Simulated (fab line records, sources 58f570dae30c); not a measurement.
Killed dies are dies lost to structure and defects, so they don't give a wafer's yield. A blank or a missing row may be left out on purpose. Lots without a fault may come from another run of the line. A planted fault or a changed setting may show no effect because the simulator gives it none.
fab line records | flow berkeley_cmos170
record lots=11 wafers=33 last_day=10
route steps=331 shown PFIELD@86
lots that met no fault: from a run of the same line without faults
start_h: hours from the record's first day to the start of the lot's first wafer shown | wait_h: hours since the lot's step before | " the same as in the row above | L1.1+2: a row that stands for several wafers | - no value, or no start given | * or withheld: withheld | < > ~ a bound
route shown NAME@n: a module of which the file shows steps, and the number in the route of the first | usual: mean/standard deviation of fault-free wafers | same: alike in all rows | chamber/n: place in a boat | sites: the reading at each site | _std_site: their standard deviation | _edge_site: outer sites' mean less inner sites' | radius_mm: how far each site lies from the wafer's centre | mask NAME#n: copy n | behind: the tool/chamber that last shaped the wafer | hold: why the lot was held/for how many hours/how that ended | device: the transistor (n, p or np) that didn't switch | end of line: the same wafers' tests at the end of the route | a step without rows: its recipe alone | killed: dies lost to structure and defects at the first sort, not the wafer's yield | map: a wafer's dies, x killed, . not, _ none there
set.NAME: the setting as run; set.NAME@STEP: as run at that earlier step | model.NAME: the simulator's own value behind a step, which no gauge read
steps of the route over a sample of lots; a table a step, a row a wafer
services: from which hour (start_h, from the record's first day; less than 0 if before it) a tool's chamber was out of use, for how many hours, and why
## steps
# step UCB170_PFIELD_IMPLANT_07
# recipe species=B dose_cm2=2e+13 energy_kev=80 tilt_deg=7
# usual beam_energy_keV=79.998/0.028 implant_ion_amu=11/0 tilt_deg=7.002/0.018
# columns lot.wafer tool chamber start_h wait_h beam_energy_keV implant_ion_amu tilt_deg
L864.1 implanter-03 0 72.99 0.0 80.015 11 7.033
L864.2 " 0 " " 80.035 11 7.011
L864.5 " 0 " " 79.987 11 6.987
L865.2 implanter-02 0 88.42 0.0 79.980 11 7.002
L865.3 " 0 " " 79.991 11 7.012
L865.4 " 0 " " 79.979 11 7.013
L866.2 implanter-03 0 97.93 0.0 80.026 11 6.949
L866.3 " 0 " " 79.981 11 6.960
L866.6 " 0 " " 79.973 11 6.984
L868.2 implanter-02 0 98.07 0.0 80.024 11 7.008
L868.3 " 0 " " 80.011 11 7.007
L868.5 " 0 " " 79.969 11 7.015
L867.1 implanter-01 0 98.26 0.0 79.993 11 6.981
L867.4 " 0 " " 79.971 11 7.012
L867.5 " 0 " " 79.951 11 7.000
L869.2 implanter-02 0 121.10 0.0 80.000 11 7.001
L869.3 " 0 " " 80.042 11 6.995
L869.6 " 0 " " 79.997 11 6.994
L872.2 implanter-01 0 131.50 0.0 80.008 11 6.990
L872.3 " 0 " " 80.001 11 6.986
L872.5 " 0 " " 80.013 11 7.015
L873.2 implanter-01 0 131.75 0.0 80.073 31 7.008
L873.4 " 0 " " 80.021 31 7.002
L873.5 " 0 " " 79.967 31 7.015
L871.1 implanter-03 0 131.79 0.1 79.978 31 6.988
L871.5 " 0 " " 80.072 31 6.960
L871.6 " 0 " " 79.992 31 6.991
L870.4 implanter-01 0 131.99 0.1 80.043 31 7.034
L870.5 " 0 " " 79.972 31 7.053
L870.6 " 0 " " 80.036 31 7.025
L874.1 implanter-03 0 149.44 0.0 80.041 31 7.002
L874.2 " 0 " " 80.033 31 7.002
L874.5 " 0 " " 80.048 31 7.003
# step UCB170_PFIELD_TW_MEAS_09
# usual PFIELD_TW=603/4.8
# columns lot.wafer tool chamber start_h wait_h PFIELD_TW
L864.1 film_metro-01 - 73.24 0.1 608
L864.2 " - " " 606
L864.5 " - " " 608
L865.2 film_metro-01 - 88.69 0.1 605
L865.3 " - " " 604
L865.4 " - " " 606
L866.2 film_metro-01 - 98.16 0.1 608
L866.3 " - " " 608
L866.6 " - " " 611
L868.2 film_metro-01 - 98.30 0.1 607
L868.3 " - " " 609
L868.5 " - " " 608
L867.1 film_metro-02 - 98.51 0.1 601
L867.4 " - " " 600
L867.5 " - " " 600
L869.2 film_metro-01 - 121.34 0.1 604
L869.3 " - " " 604
L869.6 " - " " 606
L872.2 film_metro-01 - 131.77 0.1 606
L872.3 " - " " 605
L872.5 " - " " 606
L873.2 film_metro-04 - 131.98 0.1 1344
L873.4 " - " " 1352
L873.5 " - " " 1347
L871.1 film_metro-02 - 132.04 0.1 1350
L871.5 " - " " 1343
L871.6 " - " " 1343
L870.4 film_metro-04 - 132.19 0.1 1350
L870.5 " - " " 1349
L870.6 " - " " 1347
L874.1 film_metro-04 - 149.69 0.1 1356
L874.2 " - " " 1349
L874.5 " - " " 1353
## services
# columns tool chamber start_h hours kind
implanter-01 - 59.92 1.3 repair
implanter-03 - 62.07 3.6 pm
implanter-02 - 96.01 0.5 repair
implanter-02 - 128.33 3.9 repair
## key
first_sign step=UCB170_PFIELD_IMPLANT_07 reading=implant_ion_amu direction=up sigmas=99+ usual=11 struck=31
effect step=UCB170_PFIELD_TW_MEAS_09 reading=PFIELD_TW direction=up sigmas=99+ usual=603 struck=1349
met_at UCB170_PFIELD_IMPLANT_07
struck_lots L870,L871,L873,L874
sort_left_out L870.4,L870.5,L870.6,L871.1,L871.5,L871.6,L873.2,L873.4,L873.5,L874.1,L874.2,L874.5
tester_left_out L870,L871,L873,L874
fault kind=wrong_recipe_download tool=implanter-01,implanter-02,implanter-03 chamber=- onset_h=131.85 steps=UCB170_PFIELD_IMPLANT_07 wrong_recipe.not_listed=1
# tester_left_out: of these lots the tester's yield and bins aren't shown, on N5 and GAA mostly nor the transistor test; their killed dies are dies lost to structure and defects alone, not to doping, threshold or leakage, so they don't give the yield
# sort_left_out: the simulated sort isn't trusted on such a fault, so these wafers' sort isn't shown, and their yield isn't known
